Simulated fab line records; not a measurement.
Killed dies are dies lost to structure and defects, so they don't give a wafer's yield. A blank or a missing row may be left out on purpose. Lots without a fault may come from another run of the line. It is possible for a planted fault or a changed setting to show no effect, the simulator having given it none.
Which tool did it? / flow berkeley-cmos170 / route of 331 steps, sampled at 1 step: 12 lots, 36 wafers

WHAT THE GAUGES SHOWED, per wafer
The record lacks any reading of a measuring or inspecting step that a usual standard deviation could be used to judge.

WHAT TOOL EACH LOT RAN ON (gives the tool, then ch and the chambers of the sampled wafers, and finally the start)
lot=L964; UCB170_CONTACT_ETCH_18=rie-diel-02 ch 1,2,3, day 8 02:00
lot=L963; UCB170_CONTACT_ETCH_18=rie-diel-01 ch 0,2,3, day 8 02:00
lot=L966; UCB170_CONTACT_ETCH_18=rie-diel-04 ch 0,2,3, day 8 02:00
lot=L976; UCB170_CONTACT_ETCH_18=rie-diel-04 ch 0,2,3, day 10 11:00
lot=L974; UCB170_CONTACT_ETCH_18=rie-diel-02 ch 0,1,2, day 10 11:00
lot=L978; UCB170_CONTACT_ETCH_18=rie-diel-01 ch 0,2, day 10 13:00
lot=L975; UCB170_CONTACT_ETCH_18=rie-diel-02 ch 0,2,3, day 10 14:00
lot=L979; UCB170_CONTACT_ETCH_18=rie-diel-01 ch 1,2, day 10 19:00
lot=L980; UCB170_CONTACT_ETCH_18=rie-diel-01 ch 0,1, day 11 11:00
lot=L984; UCB170_CONTACT_ETCH_18=rie-diel-01 ch 1,2, day 12 00:00
lot=L986; UCB170_CONTACT_ETCH_18=rie-diel-04 ch 0,2,3, day 12 12:00
lot=L985; UCB170_CONTACT_ETCH_18=rie-diel-01 ch 1,2,3, day 12 13:00
- UCB170_CONTACT_ETCH_18: etches PSG in CHF3/CF4/Ar, stops on TiSi2, target depth 840 nm, time 195 s.

AS READ BY THE TOOLS THEMSELVES (means over the sampled wafers that have a number; for cases with no such wafer, the mark the record gives instead)
UCB170_CONTACT_ETCH_18. Usual: drypump-motor-current-A 5.6 A, standard deviation 0.44; oes-product-au 0.895 a.u., standard deviation 0.014; run-length-s 223.4 s, standard deviation 0.38; throttle-valve-pct 6.92 %, standard deviation 0.12.
lot=L964; tool=rie-diel-02; drypump-motor-current-A (A)=5.9; oes-product-au (a.u.)=0.891; run-length-s (s)=223.5; throttle-valve-pct (%)=6.91; flag=
lot=L963; tool=rie-diel-01; drypump-motor-current-A (A)=5.6; oes-product-au (a.u.)=0.899; run-length-s (s)=223.2; throttle-valve-pct (%)=7.04; flag=
lot=L966; tool=rie-diel-04; drypump-motor-current-A (A)=5.8; oes-product-au (a.u.)=0.881; run-length-s (s)=223.4; throttle-valve-pct (%)=6.90; flag=
lot=L976; tool=rie-diel-04; drypump-motor-current-A (A)=5.8; oes-product-au (a.u.)=0.893; run-length-s (s)=223.0; throttle-valve-pct (%)=6.89; flag=
lot=L974; tool=rie-diel-02; drypump-motor-current-A (A)=5.5; oes-product-au (a.u.)=0.937; run-length-s (s)=214.5; throttle-valve-pct (%)=6.94; flag=OFF
lot=L978; tool=rie-diel-01; drypump-motor-current-A (A)=5.5; oes-product-au (a.u.)=0.913; run-length-s (s)=223.4; throttle-valve-pct (%)=7.02; flag=
lot=L975; tool=rie-diel-02; drypump-motor-current-A (A)=5.6; oes-product-au (a.u.)=0.941; run-length-s (s)=214.3; throttle-valve-pct (%)=6.90; flag=OFF
lot=L979; tool=rie-diel-01; drypump-motor-current-A (A)=5.4; oes-product-au (a.u.)=0.912; run-length-s (s)=223.3; throttle-valve-pct (%)=6.95; flag=
lot=L980; tool=rie-diel-01; drypump-motor-current-A (A)=5.2; oes-product-au (a.u.)=0.901; run-length-s (s)=223.2; throttle-valve-pct (%)=6.91; flag=
lot=L984; tool=rie-diel-01; drypump-motor-current-A (A)=5.4; oes-product-au (a.u.)=0.921; run-length-s (s)=223.6; throttle-valve-pct (%)=6.95; flag=
lot=L986; tool=rie-diel-04; drypump-motor-current-A (A)=5.8; oes-product-au (a.u.)=0.892; run-length-s (s)=223.4; throttle-valve-pct (%)=6.88; flag=
lot=L985; tool=rie-diel-01; drypump-motor-current-A (A)=5.6; oes-product-au (a.u.)=0.893; run-length-s (s)=223.4; throttle-valve-pct (%)=6.95; flag=

THE ANSWER, worked out from the rows above alone
Rule: lot off if the mean of its wafers having a number is beyond 3 standard deviations from the usual mean. Also off: a lot with no number at a reading for which 4 or more lots have one. All remaining lots with rows at the step are treated as sound. First the gauges in route order, then the tools' own readings, where a lot's mean is used as printed above. The first step at which some lot is off is used, and at that step the reading that is off furthest; a lot without a number counts as furthest.
Off: L974, L975 (UCB170_CONTACT_ETCH_18, run-length-s).
If a tool, at that step or one of the process steps before it, ran each lot that is off and ran no sound lot following the first of them, it fits. One fits: UCB170_CONTACT_ETCH_18 on rie-diel-02. Its last sound lot is L964 (day 8 02:00), its first lot that is off L974 (day 10 11:00): a fault that began between those two fits.
On the lots that are off, the tool's own readings at UCB170_CONTACT_ETCH_18 differ by more than 5 times the standard deviation of the sound lots' means, which bears it out; run-length-s reads 214.4 s there versus 223.3 s on the sound lots.

WHAT THE SIMULATOR HAD INSERTED
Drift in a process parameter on rie-diel-02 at UCB170_CONTACT_ETCH_18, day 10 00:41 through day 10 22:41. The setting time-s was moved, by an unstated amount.
Lots struck among those shown: L974, L975. The same result came from the rule above.
